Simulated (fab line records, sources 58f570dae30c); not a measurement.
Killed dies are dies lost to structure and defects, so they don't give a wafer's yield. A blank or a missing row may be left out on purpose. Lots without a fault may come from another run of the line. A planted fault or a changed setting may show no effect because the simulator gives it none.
fab line records | flow berkeley_cmos170
record lots=14 wafers=42 last_day=12
route steps=331 shown PLDD@155
lots that met no fault: from a run of the same line without faults
start_h: hours from the record's first day to the start of the lot's first wafer shown | wait_h: hours since the lot's step before | " the same as in the row above | L1.1+2: a row that stands for several wafers | - no value, or no start given | * or withheld: withheld | < > ~ a bound
route shown NAME@n: a module of which the file shows steps, and the number in the route of the first | usual: mean/standard deviation of fault-free wafers | same: alike in all rows | chamber/n: place in a boat | sites: the reading at each site | _std_site: their standard deviation | _edge_site: outer sites' mean less inner sites' | radius_mm: how far each site lies from the wafer's centre | mask NAME#n: copy n | behind: the tool/chamber that last shaped the wafer | hold: why the lot was held/for how many hours/how that ended | device: the transistor (n, p or np) that didn't switch | end of line: the same wafers' tests at the end of the route | a step without rows: its recipe alone | killed: dies lost to structure and defects at the first sort, not the wafer's yield | map: a wafer's dies, x killed, . not, _ none there
set.NAME: the setting as run; set.NAME@STEP: as run at that earlier step | model.NAME: the simulator's own value behind a step, which no gauge read
steps of the route over a sample of lots; a table a step, a row a wafer
services: from which hour (start_h, from the record's first day; less than 0 if before it) a tool's chamber was out of use, for how many hours, and why
## steps
# step UCB170_PLDD_STRIP_10
# recipe chemistry=O2 power_w=400 pressure_mtorr=3500 platen_temp_c=withheld o2_flow_sccm=400 overash_fraction=0.5
# usual drypump_motor_current_A=5.6/0.36 o2_flow_sccm=399.9/1.2 oes_product_au=0.734/0.0046 overash_fraction=0.5/0 strip_time_to_endpoint_s=21.61/0.072
# columns lot.wafer tool chamber start_h wait_h drypump_motor_current_A o2_flow_sccm oes_product_au overash_fraction rf_hours_counter_h strip_time_to_endpoint_s
L769.2 plasma_asher-03 0 121.37 0.1 5.6 397.9 0.735 0.5 35 21.63
L769.4 " 0 " " 5.6 399.5 0.743 0.5 - 21.68
L769.6 " 1 " " 5.5 397.8 0.736 0.5 - 21.61
L773.1 plasma_asher-03 1 136.93 0.1 5.5 398.4 0.743 0.5 37 21.67
L773.2 " 0 " " 5.6 399.4 0.735 0.5 37 21.67
L773.3 " 0 " " 5.7 401.1 0.739 0.5 - 21.65
L772.2 plasma_asher-02 1 137.24 0.1 5.8 399.8 0.727 0.5 50 21.61
L772.4 " 0 " " 6.5 400.3 0.731 0.5 - 21.68
L772.6 " 0 " " 6.5 400.6 0.729 0.5 - 21.63
L774.1 plasma_asher-02 0 150.63 0.1 6.5 398.9 0.744 0.5 51 21.55
L774.2 " 1 " " 5.7 398.7 0.723 0.5 51 21.66
L774.5 " 1 " " 5.7 401.2 0.733 0.5 - 21.59
L775.1 plasma_asher-03 0 151.04 0.1 5.6 400.0 0.735 0.5 38 21.50
L775.4 " 0 " " 5.6 398.9 0.732 0.5 - 21.52
L775.5 " 1 " " 5.5 400.9 0.739 0.5 - 21.56
L776.1 plasma_asher-03 1 161.79 0.1 5.5 397.3 0.737 0.5 39 21.62
L776.2 " 0 " " 5.7 399.7 0.734 0.5 39 21.64
L776.6 " 1 " " 5.5 399.4 0.734 0.5 - 21.65
L777.1 plasma_asher-01 1 176.47 0.1 5.2 400.1 0.738 0.5 5 21.46
L777.4 " 1 " " 5.2 402.0 0.729 0.5 - 21.43
L777.6 " 0 " " 5.5 399.7 0.730 0.5 - 21.44
L779.1 plasma_asher-03 1 176.68 0.1 5.5 399.0 0.733 0.5 41 21.61
L779.3 " 1 " " 5.5 400.3 0.730 0.5 - 21.58
L779.6 " 0 " " 5.7 399.4 0.742 0.5 - 21.61
L778.1 plasma_asher-02 0 176.80 0.1 6.5 399.6 0.742 0.5 54 21.66
L778.3 " 1 " " 5.8 399.1 0.727 0.5 - 21.60
L778.5 " 1 " " 5.8 399.6 0.731 0.5 - 21.53
L781.1 plasma_asher-03 0 185.22 0.1 5.7 398.6 0.733 0.5 41 21.78
L781.2 " 1 " " 5.5 399.2 0.733 0.5 41 21.71
L781.5 " 1 " " 5.5 398.6 0.737 0.5 - 21.69
L782.1 plasma_asher-03 1 192.77 0.1 5.5 398.3 0.674 0.7 43 21.62
L782.3 " 1 " " 5.5 399.8 0.680 0.7 - 21.56
L782.4 " 0 " " 5.6 402.1 0.671 0.7 - 21.54
L785.2 plasma_asher-02 1 201.76 0.1 5.8 399.8 0.736 0.5 56 21.66
L785.3 " 1 " " 5.7 399.4 0.728 0.5 - 21.70
L785.4 " 0 " " 6.5 400.7 0.736 0.5 - 21.66
L787.2 plasma_asher-03 0 211.08 0.1 5.7 401.0 0.674 0.7 45 21.55
L787.3 " 1 " " 5.5 401.3 0.675 0.7 - 21.52
L787.6 " 1 " " 5.5 400.4 0.675 0.7 - 21.60
L792.3 plasma_asher-01 0 252.49 0.1 5.5 399.4 0.731 0.5 - 21.70
L792.4 " 1 " " 5.2 399.8 0.736 0.5 - 21.70
L792.5 " 1 " " 5.2 399.4 0.737 0.5 - 21.67
## services
# columns tool chamber start_h hours kind
plasma_asher-01 - 108.75 9.0 pm
plasma_asher-01 0 108.75 9.0 vent_cycle
plasma_asher-01 1 108.75 9.0 vent_cycle
plasma_asher-01 0 117.75 - clean
plasma_asher-01 1 117.75 - clean
plasma_asher-01 - 160.74 2.9 repair
plasma_asher-01 - 182.52 1.3 repair
## key
first_sign step=UCB170_PLDD_STRIP_10 reading=overash_fraction direction=up sigmas=99+ usual=0.5 struck=0.7
effect step=UCB170_PLDD_STRIP_10 reading=oes_product_au direction=down sigmas=13 usual=0.734 struck=0.675
met_at UCB170_PLDD_STRIP_10
struck_lots L782,L787
tester_left_out L782,L787
onset_between 185.22 192.77
fault kind=process_parameter_drift tool=plasma_asher-03 chamber=- onset_h=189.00 steps=UCB170_PLDD_STRIP_10 channel=overash_fraction offset=0.2 shape=step end_h=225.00 acts_in=these_recipes_only stated=0.5
# tester_left_out: of these lots the tester's yield and bins aren't shown, on N5 and GAA mostly nor the transistor test; their killed dies are dies lost to structure and defects alone, not to doping, threshold or leakage, so they don't give the yield
